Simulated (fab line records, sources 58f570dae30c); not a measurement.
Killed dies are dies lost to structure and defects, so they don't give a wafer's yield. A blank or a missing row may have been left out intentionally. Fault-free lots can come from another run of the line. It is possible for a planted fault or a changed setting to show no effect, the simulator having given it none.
What tool caused it?	flow berkeleyCmos170	7 lots, 21 wafers sampled, at 3 steps of a route of 331

## WHAT THE GAUGES READ, wafer by wafer
UCB170_M3_RS_MEAS_02: measures by four-point-probe.
lot	measured	on	M3_AL_RS (ohm/sq)
L567	day 8 20:14	filmMetro-01	0.0320 0.0318 0.0318
L569	day 9 07:10	filmMetro-04	0.0327 0.0323 0.0330
L573	day 10 19:27	filmMetro-02	0.0324 0.0323 0.0325
L578	day 11 09:29	filmMetro-04	0.0319 0.0319 0.0316
L576	day 11 14:28	filmMetro-02	0.0323 0.0325 0.0325
L580	day 11 15:49	filmMetro-01	0.0321 0.0322 0.0323
L587	day 13 09:25	filmMetro-01	0.0326 0.0322 0.0321

## WHAT TOOL EACH LOT RAN ON (gives the tool, then ch and the chambers of the sampled wafers, and finally the start)
lot	UCB170_V2_CVD_00	UCB170_M3_SPUTTER_01
L567	pecvd-01 ch 1,2, day 8 17:48	pvdSputter-04, day 8 20:08
L569	pecvd-03 ch 0,2, day 9 04:24	pvdSputter-03, day 9 07:05
L573	pecvd-03 ch 0,1,2, day 10 16:26	pvdSputter-01, day 10 19:22
L578	pecvd-01 ch 0,1,2, day 11 06:28	pvdSputter-04, day 11 09:23
L576	pecvd-01 ch 0,1,2, day 11 11:35	pvdSputter-01, day 11 14:22
L580	pecvd-01 ch 0,2, day 11 13:05	pvdSputter-01, day 11 15:43
L587	pecvd-04 ch 0,2, day 13 06:32	pvdSputter-01, day 13 09:19
- UCB170_V2_CVD_00: deposits SiO2 from TEOS/O2, target thk 2000 nm, time 250 s.
- UCB170_M3_SPUTTER_01: material Al, target thk 900 nm, time 120 s.

## THE ANSWER, worked out from the rows above alone
Rule: usual is defined by the lots themselves. Put in order of their means at a reading, lots are off if they are a third of the lots or fewer, leave a main group of 4 or more, and stand apart from it by a gap of 3 or more times the standard deviation of the main group's means; of several such gaps the widest counts. A main group whose means are all the same, to the digits that the tables above print for the reading, isn't used. A lot without any number at a reading at which 4 lots or more have one is off too. All remaining lots with rows at the step are treated as sound.
None of the lots is off at any reading shown; this tells nothing.

## WHAT WAS PUT IN BY THE SIMULATOR
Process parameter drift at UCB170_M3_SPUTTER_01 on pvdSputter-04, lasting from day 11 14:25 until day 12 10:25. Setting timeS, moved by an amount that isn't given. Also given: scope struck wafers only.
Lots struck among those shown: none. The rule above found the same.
